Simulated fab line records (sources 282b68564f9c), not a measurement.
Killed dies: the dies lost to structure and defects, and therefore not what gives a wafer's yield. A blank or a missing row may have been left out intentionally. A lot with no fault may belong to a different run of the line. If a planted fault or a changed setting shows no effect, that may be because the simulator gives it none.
A struck lot beside a sound one	flow ritCmos	14 steps out of a route of 202
Sound: wafers L544.2, L544.4, L544.5. The struck wafers were L536.1, L536.2, L536.6. The cause comes at the end.
At each step with rows: each side's tool, then ch and its chambers, then its first start. Under that, the readings that differ: sound wafers	struck wafers	difference of the means	sigmas: that difference in standard deviations of wafers without a fault.
alike: readings with means less than 2 such deviations apart, plus words and numbers identical on both sides. not compared: withheld readings, readings lacking a value on some wafer, bounds such as >300 that could conceal the same value, and numbers that have no deviation in the record and whose values overlap.
Wherever a step has rows on one side only, a row that says differs or no value, or a row with sigmas, the two part there. Non-overlapping numbers with no deviation appear without sigmas and do not part them. A reading that every wafer of one side lacks parts them only if that side has two wafers or more.

first, 2 steps without rows for these wafers: RIT_NLDD_PEB_04; RIT_NLDD_DEVELOP_05 (develop time 50 s).
RIT_NLDD_OVL_MEAS_06:
  sound: overlay-02 at day 6 21:31; struck: overlay-02 at day 5 07:04
  alike: NLDD_OVL
then, 2 steps without rows for these wafers: RIT_NLDD_HARDBAKE_07 (time 60 s); RIT_NLDD_IMPLANT_08.
RIT_NLDD_STRIP_09: strips in O2, time 180 s.
  sound on plasmaAsher-03 ch 1, day 6 21:50; struck on plasmaAsher-01 ch 0,1, day 5 07:25
  alike: drypumpMotorCurrentA
  not compared: rfHoursCounterH
RIT_NLDD_TW_MEAS_10:
  sound: filmMetro-04 at day 6 22:01; struck: filmMetro-01 at day 5 07:35
reading	sound	struck	difference	sigmas
NLDD_TW	2470 2475 2470	2505 2522 2514	+42	+3
then, 5 steps without rows for these wafers: RIT_PLDD_HMDS_00 (prime time 60 s); RIT_PLDD_COAT_01 (resist thk 1000 nm); RIT_PLDD_SOFTBAKE_02 (time 60 s); RIT_PLDD_EXPOSE_03 (exposes mask M8, target cd 40900 nm); RIT_PLDD_PEB_04.
RIT_PLDD_DEVELOP_05: develop time 50 s.
  sound on lithoTrack-03 ch 0, day 6 22:00; struck on lithoTrack-03, day 5 08:00
  no value came back on the struck wafers for chillPlateTempC (C), developTimeS (s); on the sound wafers chillPlateTempC (C) reads 23.00 23.09 23.01
RIT_PLDD_OVL_MEAS_06:
  sound: overlay-01 at day 6 22:56; struck: overlay-02 at day 5 08:38
reading	sound	struck	difference	sigmas
PLDD_OVL (nm)	-1.0 -2.1 -2.6	- - -	no value on the struck wafers	

## WHERE THEY PART
Earliest at RIT_NLDD_TW_MEAS_10; latest, in this record, at RIT_PLDD_OVL_MEAS_06.

WHY: what had been put in by the simulator
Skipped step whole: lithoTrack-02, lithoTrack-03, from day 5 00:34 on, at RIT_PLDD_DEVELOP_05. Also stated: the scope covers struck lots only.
